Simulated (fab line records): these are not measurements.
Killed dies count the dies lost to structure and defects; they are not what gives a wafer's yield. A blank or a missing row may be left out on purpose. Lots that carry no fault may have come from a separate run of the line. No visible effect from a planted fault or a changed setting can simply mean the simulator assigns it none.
A lot that was struck, set against a sound lot -- flow rit-cmos -- 15 steps out of a route of 202
Sound: the wafers L761.1, L761.3, L761.6. Struck: wafers L776.2, L776.4, L776.5. The cause is given at the end.
At each step with rows: each side's tool, then ch and its chambers, then its first start. Under that, the readings that differ: sound wafers -- struck wafers -- difference of the means -- sigmas: that difference in standard deviations of wafers without a fault.
alike: words and numbers the same on both sides, and readings whose means are apart by under 2 such deviations; not compared: readings that were withheld, readings missing a value for some wafer, numbers with overlapping values and no deviation given by the record, and bounds like >300 which may hide the same value.
The two part at a step that has a row with sigmas, a row that says differs or no value, or rows on one side only. Non-overlapping numbers with no deviation appear without sigmas and do not part them. Lack of a reading on every wafer of one side parts them only where that side has two or more wafers.

RIT_NSD_TW_MEAS_10:
  sound on film-metro-02, day 4 11:13; struck on film-metro-03, day 7 04:41
  alike: NSD_TW
then, 6 steps without rows for these wafers: RIT_PSD_HMDS_00 (prime time 60 s); RIT_PSD_COAT_01 (resist thk 1000 nm); RIT_PSD_SOFTBAKE_02 (time 60 s); RIT_PSD_EXPOSE_03 (exposes mask M10, target cd 40900 nm); RIT_PSD_PEB_04; RIT_PSD_DEVELOP_05 (develop time 50 s).
RIT_PSD_OVL_MEAS_06:
  sound on overlay-01, day 4 12:22; struck on overlay-01, day 7 05:36
  alike: PSD_OVL
then, 2 steps without rows for these wafers: RIT_PSD_HARDBAKE_07 (time 60 s); RIT_PSD_IMPLANT_08.
RIT_PSD_STRIP_09: strips in O2, time 180 s.
  sound on plasma-asher-01 ch 0,1, day 4 12:42; struck on plasma-asher-03 ch 0,1, day 7 05:56
  alike: drypump-motor-current-A
  not compared: rf-hours-counter-h
RIT_PSD_TW_MEAS_10:
  sound on film-metro-01, day 4 12:52; struck on film-metro-02, day 7 06:07
reading,sound,struck,difference,sigmas
PSD_TW,3384 3394 3381,3429 3429 3409,+36,+2
RIT_SDANNEAL_CLEAN_00: cleans in SC1, time 600 s.
  sound on wet-bench-04 ch 1, day 4 12:56; struck on wet-bench-03 ch 1, day 7 06:10
reading,sound,struck,difference,sigmas
run-length-s (s),627 627 627,591 591 591,-36,-9
then, 1 step without rows for these wafers: RIT_SDANNEAL_CLEAN_01 (cleans in dHF, time 30 s).
RIT_M1_PROBE_99:
  the record holds rows for the sound wafers here (prober-01, day 4 20:54) but none for the struck ones

## WHERE THEY PART
First at RIT_PSD_TW_MEAS_10; last, within this record, at RIT_M1_PROBE_99.

WHY: whatever the simulator had introduced
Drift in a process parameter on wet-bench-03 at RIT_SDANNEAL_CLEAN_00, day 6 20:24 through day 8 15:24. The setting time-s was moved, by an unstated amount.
